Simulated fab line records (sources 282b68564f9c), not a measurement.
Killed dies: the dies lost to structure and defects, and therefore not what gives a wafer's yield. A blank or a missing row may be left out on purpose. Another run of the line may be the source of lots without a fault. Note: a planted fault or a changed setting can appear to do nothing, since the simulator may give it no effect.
Split-lot trial || flow rit cmos || on a route of 202 steps: 5 lots, 27 wafers read

== ABOUT THE SPLIT ==
At RIT_M1_DEVELOP_08 (develop time 68 s), the setting develop time s was moved away from the recipe's 68 s on 6 of the 27 wafers read, by -52.9% to -22.4%. The other wafers ran this setting at the recipe's value.

== FROM THE SPLIT TO THE READING: what the file shows between them, 5 steps ==
- RIT_M1_CD_MEAS_09: target cd 2600 nm
- RIT_M1_HARDBAKE_11: time 120 s
- RIT_M1_METAL_ETCH_12: etches Al in Cl2/BCl3, stops on SiO2, time 165 s, target depth 600 nm
- RIT_M1_STRIP_13: strips in nmp, time 600 s
- RIT_M1_STRIP_14: strips in O2, time 180 s

== THE READING ==
At RIT_M1_CD_MEAS_90: cd nm in nanometres, against a target cd of 2600 nm. On this fab line, fault-free wafers typically give 2599.3 nm with a standard deviation of 1.8 nm.

{"wafer": "L075.1", "tool, chamber at the split": "litho track-03, 0", "develop time s as run, s": 68, "against the recipe": "recipe", "cd nm, nm": 2598.7, "against lot-mates on the recipe": "-"}
{"wafer": "L075.2", "tool, chamber at the split": "litho track-03, 0", "develop time s as run, s": 68, "against the recipe": "recipe", "cd nm, nm": 2599.3, "against lot-mates on the recipe": "-"}
{"wafer": "L075.3", "tool, chamber at the split": "litho track-03, 0", "develop time s as run, s": 68, "against the recipe": "recipe", "cd nm, nm": 2600.2, "against lot-mates on the recipe": "-"}
{"wafer": "L075.4", "tool, chamber at the split": "litho track-03, 0", "develop time s as run, s": 68, "against the recipe": "recipe", "cd nm, nm": 2600.1, "against lot-mates on the recipe": "-"}
{"wafer": "L075.5", "tool, chamber at the split": "litho track-03, 0", "develop time s as run, s": 68, "against the recipe": "recipe", "cd nm, nm": 2600.7, "against lot-mates on the recipe": "-"}
{"wafer": "L075.6", "tool, chamber at the split": "litho track-03, 0", "develop time s as run, s": 68, "against the recipe": "recipe", "cd nm, nm": 2599.0, "against lot-mates on the recipe": "-"}
{"wafer": "L076.1", "tool, chamber at the split": "litho track-04, 0", "develop time s as run, s": 52.77, "against the recipe": "-22.4%", "cd nm, nm": 2623.7, "against lot-mates on the recipe": "+24.8"}
{"wafer": "L076.2", "tool, chamber at the split": "litho track-04, 0", "develop time s as run, s": 52.77, "against the recipe": "-22.4%", "cd nm, nm": 2621.6, "against lot-mates on the recipe": "+22.7"}
{"wafer": "L076.3", "tool, chamber at the split": "litho track-04, 0", "develop time s as run, s": 68, "against the recipe": "recipe", "cd nm, nm": 2598.7, "against lot-mates on the recipe": "-"}
{"wafer": "L076.4", "tool, chamber at the split": "litho track-04, 0", "develop time s as run, s": 52.77, "against the recipe": "-22.4%", "cd nm, nm": 2622.7, "against lot-mates on the recipe": "+23.8"}
{"wafer": "L076.5", "tool, chamber at the split": "litho track-04, 0", "develop time s as run, s": 68, "against the recipe": "recipe", "cd nm, nm": 2598.9, "against lot-mates on the recipe": "-"}
{"wafer": "L076.6", "tool, chamber at the split": "litho track-04, 0", "develop time s as run, s": 68, "against the recipe": "recipe", "cd nm, nm": 2599.2, "against lot-mates on the recipe": "-"}
{"wafer": "L079.1", "tool, chamber at the split": "litho track-01, 0", "develop time s as run, s": 68, "against the recipe": "recipe", "cd nm, nm": 2599.0, "against lot-mates on the recipe": "-"}
{"wafer": "L079.3", "tool, chamber at the split": "litho track-01, 0", "develop time s as run, s": 68, "against the recipe": "recipe", "cd nm, nm": 2598.7, "against lot-mates on the recipe": "-"}
{"wafer": "L079.4", "tool, chamber at the split": "litho track-01, 0", "develop time s as run, s": 68, "against the recipe": "recipe", "cd nm, nm": 2596.7, "against lot-mates on the recipe": "-"}
{"wafer": "L081.1", "tool, chamber at the split": "litho track-04, 0", "develop time s as run, s": 68, "against the recipe": "recipe", "cd nm, nm": 2599.0, "against lot-mates on the recipe": "-"}
{"wafer": "L081.2", "tool, chamber at the split": "litho track-04, 0", "develop time s as run, s": 68, "against the recipe": "recipe", "cd nm, nm": 2600.2, "against lot-mates on the recipe": "-"}
{"wafer": "L081.3", "tool, chamber at the split": "litho track-04, 0", "develop time s as run, s": 68, "against the recipe": "recipe", "cd nm, nm": 2599.4, "against lot-mates on the recipe": "-"}
{"wafer": "L081.4", "tool, chamber at the split": "litho track-04, 0", "develop time s as run, s": 68, "against the recipe": "recipe", "cd nm, nm": 2600.0, "against lot-mates on the recipe": "-"}
{"wafer": "L081.5", "tool, chamber at the split": "litho track-04, 0", "develop time s as run, s": 68, "against the recipe": "recipe", "cd nm, nm": 2599.7, "against lot-mates on the recipe": "-"}
{"wafer": "L081.6", "tool, chamber at the split": "litho track-04, 0", "develop time s as run, s": 68, "against the recipe": "recipe", "cd nm, nm": 2598.2, "against lot-mates on the recipe": "-"}
{"wafer": "L083.1", "tool, chamber at the split": "litho track-01, 0", "develop time s as run, s": 68, "against the recipe": "recipe", "cd nm, nm": 2600.0, "against lot-mates on the recipe": "-"}
{"wafer": "L083.2", "tool, chamber at the split": "litho track-01, 0", "develop time s as run, s": 32.06, "against the recipe": "-52.9%", "cd nm, nm": 2679.2, "against lot-mates on the recipe": "+80.3"}
{"wafer": "L083.3", "tool, chamber at the split": "litho track-01, 0", "develop time s as run, s": 32.06, "against the recipe": "-52.9%", "cd nm, nm": 2678.7, "against lot-mates on the recipe": "+79.8"}
{"wafer": "L083.4", "tool, chamber at the split": "litho track-01, 0", "develop time s as run, s": 68, "against the recipe": "recipe", "cd nm, nm": 2598.1, "against lot-mates on the recipe": "-"}
{"wafer": "L083.5", "tool, chamber at the split": "litho track-01, 0", "develop time s as run, s": 68, "against the recipe": "recipe", "cd nm, nm": 2598.6, "against lot-mates on the recipe": "-"}
{"wafer": "L083.6", "tool, chamber at the split": "litho track-01, 0", "develop time s as run, s": 32.06, "against the recipe": "-52.9%", "cd nm, nm": 2677.9, "against lot-mates on the recipe": "+79.0"}

FIT RESULTS
A straight line over all 27 wafers: cd nm changes by -1.45 nm for each +1% of develop time s; r = -0.99; the points scatter about the line by 3.3 nm.
The same after taking each lot's own level away (the mean of its wafers on the recipe; 27 wafers): -1.46 nm for each +1%; r = -0.99; scatter 3.2 nm.
That fit puts the effect of the largest move of develop time s on the reading at 77 nm.
Across the lots, their own levels run from 2598.13 to 2599.67 nm, a range of 0.9 times the standard deviation given above.
So the lot-to-lot level changes the slope little: the two slopes agree.
Check: for one of the wafers moved furthest among these (-52.9%), held out of the fit, the line's prediction against its lot-mates is +74.6 nm. It came out at +80.3 nm against them.

== THE WHOLE CHAIN: every reading that the file lists as answering this split, in the file's order ==
{"step": "RIT_M1_CD_MEAS_09", "what it does": "target cd 2600 nm", "reading": "cd nm", "change (the file's fit)": "-1.45 nm for each +1% of the setting", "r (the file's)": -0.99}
{"step": "RIT_M1_METAL_ETCH_12", "what it does": "etches Al in Cl2/BCl3, stops on SiO2, time 165 s, target depth 600 nm", "reading": "M1.cd nm (the simulator's own value, which no gauge read)", "change (the file's fit)": "-1.44 nm for each +1% of the setting", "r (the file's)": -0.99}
{"step": "RIT_M1_CD_MEAS_90", "what it does": "target cd 2600 nm", "reading": "cd nm", "change (the file's fit)": "-1.44 nm for each +1% of the setting", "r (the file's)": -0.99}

== THE FILE'S OWN FIT ==
cd nm changes by -1.44 nm for each +1% of develop time s, r = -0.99.
